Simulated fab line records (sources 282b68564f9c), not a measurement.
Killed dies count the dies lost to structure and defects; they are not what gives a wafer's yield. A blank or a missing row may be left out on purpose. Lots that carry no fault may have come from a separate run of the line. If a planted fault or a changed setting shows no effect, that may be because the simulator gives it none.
fab line records || flow rit_cmos
[record] {"lots": 6, "wafers": 18, "last_day": 7}
route steps=202 shown NRETRO@60 PRETRO@64 M1@202
lots untouched by any fault: they come from a run of this same line in which no faults occurred
start_h: start of the lot's first displayed wafer, in hours after the record's first day || wait_h: time in hours since the lot's previous step || " same as the row above || L1.1+2: one row covering several wafers at once || - no value present, or no start provided || * or withheld: withheld || < > ~ a bound
route shown NAME@n: a module of which the file shows steps, and the number in the route of the first || usual: mean and standard deviation over wafers with no fault || same: alike in all rows || chamber/n: place in a boat || sites: the reading at each site || _std_site: the standard deviation of these || _edge_site: outer sites' mean less inner sites' || radius_mm: for every site, how far away it sits from the centre of the wafer || mask NAME#n: copy n || behind: the most recent tool/chamber to have shaped the wafer || hold: reason for holding the lot/hours on hold/outcome of the hold || device: whichever transistor did not switch (one of n, p or np) || end of line: tests run on the same wafers once the route is complete || a step given without rows: its recipe and nothing more || killed: the dies lost at the first sort to structure and to defects; this is not the yield of the wafer || map: per-die view of a wafer (x killed, . not killed, _ where there is no die)
set.NAME: the setting the step ran with; set.NAME@STEP: the setting that earlier step ran with || model.NAME: the simulator's own value behind a step, which no gauge read
certain route steps with their lots: each step a table, each wafer a row
services: a tool's chamber out of use, with start hour (start_h, from the record's first day; less than 0 if before it), hours out, and reason
[[steps]]
[step RIT_NRETRO_HARDBAKE_07]
[recipe] {"resist": "NOVOLAK", "temp_c": 140, "time_s": 120}
[step RIT_NRETRO_IMPLANT_08]
[recipe] {"species": "P", "energy_kev": 70, "dose_cm2": 1e+13, "tilt_deg": 7}
[step RIT_NRETRO_STRIP_09]
[recipe] {"chemistry": "O2", "time_s": 180, "resist": "NOVOLAK", "platen_temp_c": "withheld", "power_w": 500, "pressure_mtorr": 4000, "o2_flow_sccm": 4000}
[usual] {"drypump_motor_current_A": "5.6/0.56"}
{"lot.wafer": "L844.1", "tool": "plasma_asher-03", "chamber": 0, "start_h": 30.87, "wait_h": 0.1, "drypump_motor_current_A": 6.3, "rf_hours_counter_h": 37}
{"lot.wafer": "L844.2", "tool": "plasma_asher-03", "chamber": 1, "start_h": 30.87, "wait_h": 0.1, "drypump_motor_current_A": 5.0, "rf_hours_counter_h": 37}
{"lot.wafer": "L844.3", "tool": "plasma_asher-03", "chamber": 0, "start_h": 30.87, "wait_h": 0.1, "drypump_motor_current_A": 6.3, "rf_hours_counter_h": "-"}
{"lot.wafer": "L858.2", "tool": "plasma_asher-03", "chamber": 0, "start_h": 103.69, "wait_h": 0.1, "drypump_motor_current_A": 6.3, "rf_hours_counter_h": 44}
{"lot.wafer": "L858.5", "tool": "plasma_asher-03", "chamber": 1, "start_h": 103.69, "wait_h": 0.1, "drypump_motor_current_A": 5.1, "rf_hours_counter_h": "-"}
{"lot.wafer": "L858.6", "tool": "plasma_asher-03", "chamber": 0, "start_h": 103.69, "wait_h": 0.1, "drypump_motor_current_A": 6.3, "rf_hours_counter_h": "-"}
{"lot.wafer": "L859.2", "tool": "plasma_asher-01", "chamber": 0, "start_h": 108.90, "wait_h": 0.1, "drypump_motor_current_A": 5.2, "rf_hours_counter_h": 31}
{"lot.wafer": "L859.4", "tool": "plasma_asher-01", "chamber": 0, "start_h": 108.90, "wait_h": 0.1, "drypump_motor_current_A": 5.2, "rf_hours_counter_h": "-"}
{"lot.wafer": "L859.5", "tool": "plasma_asher-01", "chamber": 1, "start_h": 108.90, "wait_h": 0.1, "drypump_motor_current_A": 4.8, "rf_hours_counter_h": "-"}
{"lot.wafer": "L862.2", "tool": "plasma_asher-01", "chamber": 0, "start_h": 125.28, "wait_h": 0.1, "drypump_motor_current_A": 5.2, "rf_hours_counter_h": 33}
{"lot.wafer": "L862.3", "tool": "plasma_asher-01", "chamber": 1, "start_h": 125.28, "wait_h": 0.1, "drypump_motor_current_A": 4.8, "rf_hours_counter_h": "-"}
{"lot.wafer": "L862.6", "tool": "plasma_asher-01", "chamber": 1, "start_h": 125.28, "wait_h": 0.1, "drypump_motor_current_A": 4.8, "rf_hours_counter_h": "-"}
{"lot.wafer": "L863.1", "tool": "plasma_asher-01", "chamber": 0, "start_h": 131.07, "wait_h": 0.1, "drypump_motor_current_A": 5.2, "rf_hours_counter_h": 33}
{"lot.wafer": "L863.2", "tool": "plasma_asher-01", "chamber": 1, "start_h": 131.07, "wait_h": 0.1, "drypump_motor_current_A": 4.8, "rf_hours_counter_h": 33}
{"lot.wafer": "L863.4", "tool": "plasma_asher-01", "chamber": 1, "start_h": 131.07, "wait_h": 0.1, "drypump_motor_current_A": 4.8, "rf_hours_counter_h": "-"}
{"lot.wafer": "L866.1", "tool": "plasma_asher-02", "chamber": 0, "start_h": 143.86, "wait_h": 0.1, "drypump_motor_current_A": 5.3, "rf_hours_counter_h": 3}
{"lot.wafer": "L866.2", "tool": "plasma_asher-02", "chamber": 1, "start_h": 143.86, "wait_h": 0.1, "drypump_motor_current_A": 6.2, "rf_hours_counter_h": 3}
{"lot.wafer": "L866.5", "tool": "plasma_asher-02", "chamber": 1, "start_h": 143.86, "wait_h": 0.1, "drypump_motor_current_A": 6.2, "rf_hours_counter_h": "-"}
[step RIT_NRETRO_TW_MEAS_10]
[usual] {"NRETRO_TW": "1052/9.6"}
{"lot.wafer": "L844.1", "tool": "film_metro-02", "chamber": "-", "start_h": 31.05, "wait_h": 0.1, "NRETRO_TW": 1065}
{"lot.wafer": "L844.2", "tool": "film_metro-02", "chamber": "-", "start_h": 31.05, "wait_h": 0.1, "NRETRO_TW": 1057}
{"lot.wafer": "L844.3", "tool": "film_metro-02", "chamber": "-", "start_h": 31.05, "wait_h": 0.1, "NRETRO_TW": 1062}
{"lot.wafer": "L858.2", "tool": "film_metro-02", "chamber": "-", "start_h": 103.88, "wait_h": 0.1, "NRETRO_TW": 1056}
{"lot.wafer": "L858.5", "tool": "film_metro-02", "chamber": "-", "start_h": 103.88, "wait_h": 0.1, "NRETRO_TW": 1069}
{"lot.wafer": "L858.6", "tool": "film_metro-02", "chamber": "-", "start_h": 103.88, "wait_h": 0.1, "NRETRO_TW": 1061}
{"lot.wafer": "L859.2", "tool": "film_metro-02", "chamber": "-", "start_h": 109.09, "wait_h": 0.1, "NRETRO_TW": 1059}
{"lot.wafer": "L859.4", "tool": "film_metro-02", "chamber": "-", "start_h": 109.09, "wait_h": 0.1, "NRETRO_TW": 1057}
{"lot.wafer": "L859.5", "tool": "film_metro-02", "chamber": "-", "start_h": 109.09, "wait_h": 0.1, "NRETRO_TW": 1059}
{"lot.wafer": "L862.2", "tool": "film_metro-02", "chamber": "-", "start_h": 125.46, "wait_h": 0.1, "NRETRO_TW": 1069}
{"lot.wafer": "L862.3", "tool": "film_metro-02", "chamber": "-", "start_h": 125.46, "wait_h": 0.1, "NRETRO_TW": 1064}
{"lot.wafer": "L862.6", "tool": "film_metro-02", "chamber": "-", "start_h": 125.46, "wait_h": 0.1, "NRETRO_TW": 1064}
{"lot.wafer": "L863.1", "tool": "film_metro-03", "chamber": "-", "start_h": 131.24, "wait_h": 0.1, "NRETRO_TW": 1049}
{"lot.wafer": "L863.2", "tool": "film_metro-03", "chamber": "-", "start_h": 131.24, "wait_h": 0.1, "NRETRO_TW": 1043}
{"lot.wafer": "L863.4", "tool": "film_metro-03", "chamber": "-", "start_h": 131.24, "wait_h": 0.1, "NRETRO_TW": 1039}
{"lot.wafer": "L866.1", "tool": "film_metro-03", "chamber": "-", "start_h": 144.03, "wait_h": 0.1, "NRETRO_TW": 1046}
{"lot.wafer": "L866.2", "tool": "film_metro-03", "chamber": "-", "start_h": 144.03, "wait_h": 0.1, "NRETRO_TW": 1040}
{"lot.wafer": "L866.5", "tool": "film_metro-03", "chamber": "-", "start_h": 144.03, "wait_h": 0.1, "NRETRO_TW": 1043}
[step RIT_PRETRO_HMDS_00]
[recipe] {"prime_time_s": 60, "prime_temp_c": 140}
[step RIT_PRETRO_COAT_01]
[recipe] {"resist": "NOVOLAK", "spin_rpm": 2000, "resist_thk_nm": 1300}
[step RIT_PRETRO_SOFTBAKE_02]
[recipe] {"resist": "NOVOLAK", "temp_c": 90, "time_s": 60}
[step RIT_PRETRO_EXPOSE_03]
[recipe] {"mask_id": "M5", "na": 0.57, "target_cd_nm": 43700, "dose_mj": 250}
[step RIT_PRETRO_PEB_04]
[recipe] {"resist": "NOVOLAK", "temp_c": "withheld", "time_s": "withheld"}
[step RIT_PRETRO_DEVELOP_05]
[recipe] {"resist": "NOVOLAK", "develop_time_s": 68, "dev_temp_c": 23}
[step RIT_PRETRO_OVL_MEAS_06]
[usual] {"PRETRO_OVL": "-1.2/1.2"}
{"lot.wafer": "L844.1", "tool": "overlay-01", "chamber": "-", "start_h": 31.99, "wait_h": "-", "PRETRO_OVL[nm]": -0.8}
{"lot.wafer": "L844.2", "tool": "overlay-01", "chamber": "-", "start_h": 31.99, "wait_h": "-", "PRETRO_OVL[nm]": -1.5}
{"lot.wafer": "L844.3", "tool": "overlay-01", "chamber": "-", "start_h": 31.99, "wait_h": "-", "PRETRO_OVL[nm]": -1.5}
{"lot.wafer": "L858.2", "tool": "overlay-01", "chamber": "-", "start_h": 104.81, "wait_h": "-", "PRETRO_OVL[nm]": 1.8}
{"lot.wafer": "L858.5", "tool": "overlay-01", "chamber": "-", "start_h": 104.81, "wait_h": "-", "PRETRO_OVL[nm]": 0.3}
{"lot.wafer": "L858.6", "tool": "overlay-01", "chamber": "-", "start_h": 104.81, "wait_h": "-", "PRETRO_OVL[nm]": -1.1}
{"lot.wafer": "L859.2", "tool": "overlay-02", "chamber": "-", "start_h": 110.15, "wait_h": "-", "PRETRO_OVL[nm]": -0.8}
{"lot.wafer": "L859.4", "tool": "overlay-02", "chamber": "-", "start_h": 110.15, "wait_h": "-", "PRETRO_OVL[nm]": -1.0}
{"lot.wafer": "L859.5", "tool": "overlay-02", "chamber": "-", "start_h": 110.15, "wait_h": "-", "PRETRO_OVL[nm]": -2.5}
{"lot.wafer": "L862.2", "tool": "overlay-02", "chamber": "-", "start_h": 126.56, "wait_h": "-", "PRETRO_OVL[nm]": -1.9}
{"lot.wafer": "L862.3", "tool": "overlay-02", "chamber": "-", "start_h": 126.56, "wait_h": "-", "PRETRO_OVL[nm]": -0.5}
{"lot.wafer": "L862.6", "tool": "overlay-02", "chamber": "-", "start_h": 126.56, "wait_h": "-", "PRETRO_OVL[nm]": 0.3}
{"lot.wafer": "L863.1", "tool": "overlay-01", "chamber": "-", "start_h": 132.31, "wait_h": "-", "PRETRO_OVL[nm]": -1.1}
{"lot.wafer": "L863.2", "tool": "overlay-01", "chamber": "-", "start_h": 132.31, "wait_h": "-", "PRETRO_OVL[nm]": -0.8}
{"lot.wafer": "L863.4", "tool": "overlay-01", "chamber": "-", "start_h": 132.31, "wait_h": "-", "PRETRO_OVL[nm]": -0.2}
{"lot.wafer": "L866.1", "tool": "overlay-02", "chamber": "-", "start_h": 145.08, "wait_h": "-", "PRETRO_OVL[nm]": 0.2}
{"lot.wafer": "L866.2", "tool": "overlay-02", "chamber": "-", "start_h": 145.08, "wait_h": "-", "PRETRO_OVL[nm]": -1.8}
{"lot.wafer": "L866.5", "tool": "overlay-02", "chamber": "-", "start_h": 145.08, "wait_h": "-", "PRETRO_OVL[nm]": -0.4}
[step RIT_PRETRO_HARDBAKE_07]
[recipe] {"resist": "NOVOLAK", "temp_c": 140, "time_s": 120}
[step RIT_PRETRO_IMPLANT_08]
[recipe] {"species": "B", "energy_kev": 45, "dose_cm2": 1.2e+13, "tilt_deg": 7}
[usual] {"tilt_deg": "6.999/0.02"}
{"lot.wafer": "L844.1", "tool": "implanter-03", "chamber": 0, "start_h": 32.27, "wait_h": 0.2, "tilt_deg": 6.983}
{"lot.wafer": "L844.2", "tool": "implanter-03", "chamber": 0, "start_h": 32.27, "wait_h": 0.2, "tilt_deg": 7.006}
{"lot.wafer": "L844.3", "tool": "implanter-03", "chamber": 0, "start_h": 32.27, "wait_h": 0.2, "tilt_deg": 7.009}
{"lot.wafer": "L858.2", "tool": "implanter-03", "chamber": 0, "start_h": 105.12, "wait_h": 0.2, "tilt_deg": 7.000}
{"lot.wafer": "L858.5", "tool": "implanter-03", "chamber": 0, "start_h": 105.12, "wait_h": 0.2, "tilt_deg": 7.011}
{"lot.wafer": "L858.6", "tool": "implanter-03", "chamber": 0, "start_h": 105.12, "wait_h": 0.2, "tilt_deg": 6.989}
{"lot.wafer": "L859.2", "tool": "implanter-03", "chamber": 0, "start_h": 110.45, "wait_h": 0.2, "tilt_deg": 7.634}
{"lot.wafer": "L859.4", "tool": "implanter-03", "chamber": 0, "start_h": 110.45, "wait_h": 0.2, "tilt_deg": 7.680}
{"lot.wafer": "L859.5", "tool": "implanter-03", "chamber": 0, "start_h": 110.45, "wait_h": 0.2, "tilt_deg": 7.651}
{"lot.wafer": "L862.2", "tool": "implanter-02", "chamber": 0, "start_h": 126.98, "wait_h": 0.2, "tilt_deg": 7.030}
{"lot.wafer": "L862.3", "tool": "implanter-02", "chamber": 0, "start_h": 126.98, "wait_h": 0.2, "tilt_deg": 7.030}
{"lot.wafer": "L862.6", "tool": "implanter-02", "chamber": 0, "start_h": 126.98, "wait_h": 0.2, "tilt_deg": 7.014}
{"lot.wafer": "L863.1", "tool": "implanter-03", "chamber": 0, "start_h": 132.59, "wait_h": 0.2, "tilt_deg": 7.629}
{"lot.wafer": "L863.2", "tool": "implanter-03", "chamber": 0, "start_h": 132.59, "wait_h": 0.2, "tilt_deg": 7.636}
{"lot.wafer": "L863.4", "tool": "implanter-03", "chamber": 0, "start_h": 132.59, "wait_h": 0.2, "tilt_deg": 7.639}
{"lot.wafer": "L866.1", "tool": "implanter-02", "chamber": 0, "start_h": 145.36, "wait_h": 0.2, "tilt_deg": 6.957}
{"lot.wafer": "L866.2", "tool": "implanter-02", "chamber": 0, "start_h": 145.36, "wait_h": 0.2, "tilt_deg": 6.970}
{"lot.wafer": "L866.5", "tool": "implanter-02", "chamber": 0, "start_h": 145.36, "wait_h": 0.2, "tilt_deg": 6.982}
[step RIT_PRETRO_STRIP_09]
[recipe] {"chemistry": "O2", "time_s": 180, "resist": "NOVOLAK", "platen_temp_c": "withheld", "power_w": 500, "pressure_mtorr": 4000, "o2_flow_sccm": 4000}
[usual] {"drypump_motor_current_A": "5.4/0.68"}
{"lot.wafer": "L844.1", "tool": "plasma_asher-01", "chamber": 1, "start_h": 32.42, "wait_h": 0.1, "drypump_motor_current_A": 4.8, "rf_hours_counter_h": 24}
{"lot.wafer": "L844.2", "tool": "plasma_asher-01", "chamber": 0, "start_h": 32.42, "wait_h": 0.1, "drypump_motor_current_A": 5.2, "rf_hours_counter_h": 24}
{"lot.wafer": "L844.3", "tool": "plasma_asher-01", "chamber": 1, "start_h": 32.42, "wait_h": 0.1, "drypump_motor_current_A": 4.8, "rf_hours_counter_h": "-"}
{"lot.wafer": "L858.2", "tool": "plasma_asher-04", "chamber": 0, "start_h": 105.24, "wait_h": 0.1, "drypump_motor_current_A": 5.0, "rf_hours_counter_h": 47}
{"lot.wafer": "L858.5", "tool": "plasma_asher-04", "chamber": 1, "start_h": 105.24, "wait_h": 0.1, "drypump_motor_current_A": 6.5, "rf_hours_counter_h": "-"}
{"lot.wafer": "L858.6", "tool": "plasma_asher-04", "chamber": 0, "start_h": 105.24, "wait_h": 0.1, "drypump_motor_current_A": 5.0, "rf_hours_counter_h": "-"}
{"lot.wafer": "L859.2", "tool": "plasma_asher-03", "chamber": 0, "start_h": 110.58, "wait_h": 0.1, "drypump_motor_current_A": 6.2, "rf_hours_counter_h": 45}
{"lot.wafer": "L859.4", "tool": "plasma_asher-03", "chamber": 0, "start_h": 110.58, "wait_h": 0.1, "drypump_motor_current_A": 6.3, "rf_hours_counter_h": "-"}
{"lot.wafer": "L859.5", "tool": "plasma_asher-03", "chamber": 1, "start_h": 110.58, "wait_h": 0.1, "drypump_motor_current_A": 5.1, "rf_hours_counter_h": "-"}
{"lot.wafer": "L862.2", "tool": "plasma_asher-04", "chamber": 1, "start_h": 127.11, "wait_h": 0.1, "drypump_motor_current_A": 6.6, "rf_hours_counter_h": 49}
{"lot.wafer": "L862.3", "tool": "plasma_asher-04", "chamber": 1, "start_h": 127.11, "wait_h": 0.1, "drypump_motor_current_A": 6.6, "rf_hours_counter_h": "-"}
{"lot.wafer": "L862.6", "tool": "plasma_asher-04", "chamber": 0, "start_h": 127.11, "wait_h": 0.1, "drypump_motor_current_A": 5.0, "rf_hours_counter_h": "-"}
{"lot.wafer": "L863.1", "tool": "plasma_asher-04", "chamber": 0, "start_h": 132.74, "wait_h": 0.1, "drypump_motor_current_A": 5.0, "rf_hours_counter_h": 50}
{"lot.wafer": "L863.2", "tool": "plasma_asher-04", "chamber": 1, "start_h": 132.74, "wait_h": 0.1, "drypump_motor_current_A": 6.6, "rf_hours_counter_h": 50}
{"lot.wafer": "L863.4", "tool": "plasma_asher-04", "chamber": 0, "start_h": 132.74, "wait_h": 0.1, "drypump_motor_current_A": 5.0, "rf_hours_counter_h": "-"}
{"lot.wafer": "L866.1", "tool": "plasma_asher-01", "chamber": 1, "start_h": 145.51, "wait_h": 0.1, "drypump_motor_current_A": 4.8, "rf_hours_counter_h": 35}
{"lot.wafer": "L866.2", "tool": "plasma_asher-01", "chamber": 0, "start_h": 145.51, "wait_h": 0.1, "drypump_motor_current_A": 5.2, "rf_hours_counter_h": 35}
{"lot.wafer": "L866.5", "tool": "plasma_asher-01", "chamber": 1, "start_h": 145.51, "wait_h": 0.1, "drypump_motor_current_A": 4.8, "rf_hours_counter_h": "-"}
[step RIT_M1_PROBE_99]
[usual] {"killed_at_contacts": "0.1/0.24", "killed_at_front_end": "6.6/2.7", "killed_dies": "6.6/2.7", "killed_open": "3.3/1.8", "killed_short": "3.4/1.9"}
[same] {"gross_dies": 264, "killed_at_M0_to_M3": 0, "killed_at_M4_up": 0, "killed_at_back_side": 0, "killed_at_other": 0}
{"lot.wafer": "L844.1", "tool": "prober-01", "chamber": "-", "start_h": 57.54, "wait_h": 0.1, "killed_at_contacts": 0, "killed_at_front_end": 3, "killed_dies": 3, "killed_open": 2, "killed_short": 1}
{"lot.wafer": "L844.2", "tool": "prober-01", "chamber": "-", "start_h": 57.59, "wait_h": 0.1, "killed_at_contacts": 0, "killed_at_front_end": 6, "killed_dies": 6, "killed_open": 2, "killed_short": 4}
{"lot.wafer": "L844.3", "tool": "prober-01", "chamber": "-", "start_h": 57.64, "wait_h": 0.2, "killed_at_contacts": 0, "killed_at_front_end": 4, "killed_dies": 4, "killed_open": 2, "killed_short": 2}
{"lot.wafer": "L863.1", "tool": "prober-02", "chamber": "-", "start_h": 160.90, "wait_h": 0.1, "killed_at_contacts": 0, "killed_at_front_end": 7, "killed_dies": 7, "killed_open": 3, "killed_short": 4}
{"lot.wafer": "L863.2", "tool": "prober-02", "chamber": "-", "start_h": 160.95, "wait_h": 0.1, "killed_at_contacts": 0, "killed_at_front_end": 10, "killed_dies": 10, "killed_open": 6, "killed_short": 4}
{"lot.wafer": "L863.4", "tool": "prober-02", "chamber": "-", "start_h": 161.05, "wait_h": 0.2, "killed_at_contacts": 0, "killed_at_front_end": 11, "killed_dies": 11, "killed_open": 6, "killed_short": 5}
{"lot.wafer": "L866.1", "tool": "prober-01", "chamber": "-", "start_h": 171.90, "wait_h": 0.1, "killed_at_contacts": 1, "killed_at_front_end": 3, "killed_dies": 4, "killed_open": 1, "killed_short": 3}
{"lot.wafer": "L866.2", "tool": "prober-01", "chamber": "-", "start_h": 171.95, "wait_h": 0.1, "killed_at_contacts": 0, "killed_at_front_end": 3, "killed_dies": 3, "killed_open": 1, "killed_short": 2}
{"lot.wafer": "L866.5", "tool": "prober-01", "chamber": "-", "start_h": 172.10, "wait_h": 0.2, "killed_at_contacts": 0, "killed_at_front_end": 6, "killed_dies": 6, "killed_open": 3, "killed_short": 3}
// killed by level:class
L844.1 GATE:geometric_particle:open=1 SPACER:geometric_particle:short=1 SILICIDE:geometric_particle:open=1
L844.2 FOX1:geometric_particle:short=1 FOX1:geometric_particle:open=1 GATE:geometric_particle:short=1 GATE:geometric_particle:open=1 REOX:geometric_particle:short=1 SILICIDE:geometric_particle:short=1
L844.3 REOX:geometric_particle:open=2 GATE:geometric_particle:short=1 REOX:geometric_particle:short=1
L863.1 SILICIDE:geometric_particle:open=2 SILICIDE:geometric_particle:short=1 FOX2:geometric_particle:short=1 FOX2:geometric_particle:open=1 GATE:geometric_particle:short=1 REOX:geometric_particle:short=1
L863.2 FOX1:geometric_particle:open=2 FOX2:geometric_particle:short=2 FOX2:geometric_particle:open=1 GATE:geometric_particle:open=1 GATE:geometric_particle:short=1 REOX:geometric_particle:short=1 REOX:geometric_particle:open=1 SILICIDE:geometric_particle:open=1
L863.4 FOX1:geometric_particle:open=2 GATE:geometric_particle:open=2 GATE:geometric_particle:short=2 REOX:geometric_particle:short=2 FOX1:geometric_particle:short=1 REOX:geometric_particle:open=1 SILICIDE:geometric_particle:open=1
L866.1 FOX2:geometric_particle:short=1 GATE:geometric_particle:short=1 GATE:geometric_particle:open=1 CONTACT:geometric_particle:short=1
L866.2 FOX1:geometric_particle:short=1 SPACER:geometric_particle:short=1 SILICIDE:geometric_particle:open=1
L866.5 FOX1:geometric_particle:short=2 GATE:geometric_particle:open=2 REOX:geometric_particle:short=1 REOX:geometric_particle:open=1
[[services]]
{"tool": "plasma_asher-03", "chamber": "-", "start_h": 11.19, "hours": 8.2, "kind": "pm"}
{"tool": "plasma_asher-04", "chamber": "-", "start_h": 39.45, "hours": 0.6, "kind": "repair"}
{"tool": "implanter-03", "chamber": "-", "start_h": 45.40, "hours": 3.8, "kind": "pm"}
{"tool": "implanter-02", "chamber": "-", "start_h": 67.56, "hours": 1.7, "kind": "repair"}
{"tool": "plasma_asher-01", "chamber": "-", "start_h": 73.99, "hours": 2.6, "kind": "repair"}
{"tool": "implanter-02", "chamber": "-", "start_h": 86.41, "hours": 3.6, "kind": "repair"}
{"tool": "implanter-02", "chamber": "-", "start_h": 90.02, "hours": 4.2, "kind": "pm"}
{"tool": "plasma_asher-02", "chamber": "-", "start_h": 108.75, "hours": 9.0, "kind": "pm"}
{"tool": "plasma_asher-02", "chamber": 0, "start_h": 108.75, "hours": 9.0, "kind": "vent_cycle"}
{"tool": "plasma_asher-02", "chamber": 1, "start_h": 108.75, "hours": 9.0, "kind": "vent_cycle"}
{"tool": "plasma_asher-03", "chamber": "-", "start_h": 111.94, "hours": 2.0, "kind": "repair"}
{"tool": "plasma_asher-02", "chamber": 0, "start_h": 117.75, "hours": "-", "kind": "clean"}
{"tool": "plasma_asher-02", "chamber": 1, "start_h": 117.75, "hours": "-", "kind": "clean"}
{"tool": "plasma_asher-01", "chamber": "-", "start_h": 137.35, "hours": 4.3, "kind": "pm"}
{"tool": "plasma_asher-03", "chamber": "-", "start_h": 139.40, "hours": 2.8, "kind": "pm"}
[[key]]
[first_sign] {"step": "RIT_PRETRO_IMPLANT_08", "reading": "tilt_deg", "direction": "up", "sigmas": 33, "usual": 6.999, "struck": 7.645}
effect none on later readings
met_at RIT_PRETRO_IMPLANT_08
struck_wafers L859.2,L859.4,L859.5,L863.1,L863.2,L863.4
tester_left_out L859,L863
onset_between 105.12 110.45
[fault] {"kind": "process_parameter_drift", "tool": "implanter-03", "chamber": "-", "onset_h": 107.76, "steps": "RIT_PRETRO_IMPLANT_08", "channel": "tilt_deg", "offset": 0.6604, "shape": "step", "end_h": 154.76, "acts_in": "these_recipes_only", "stated": 7}
// tester_left_out: of these lots the tester's yield and bins aren't shown, on N5 and GAA mostly nor the transistor test; their killed dies are dies lost to structure and defects alone, not to doping, threshold or leakage, so they don't give the yield
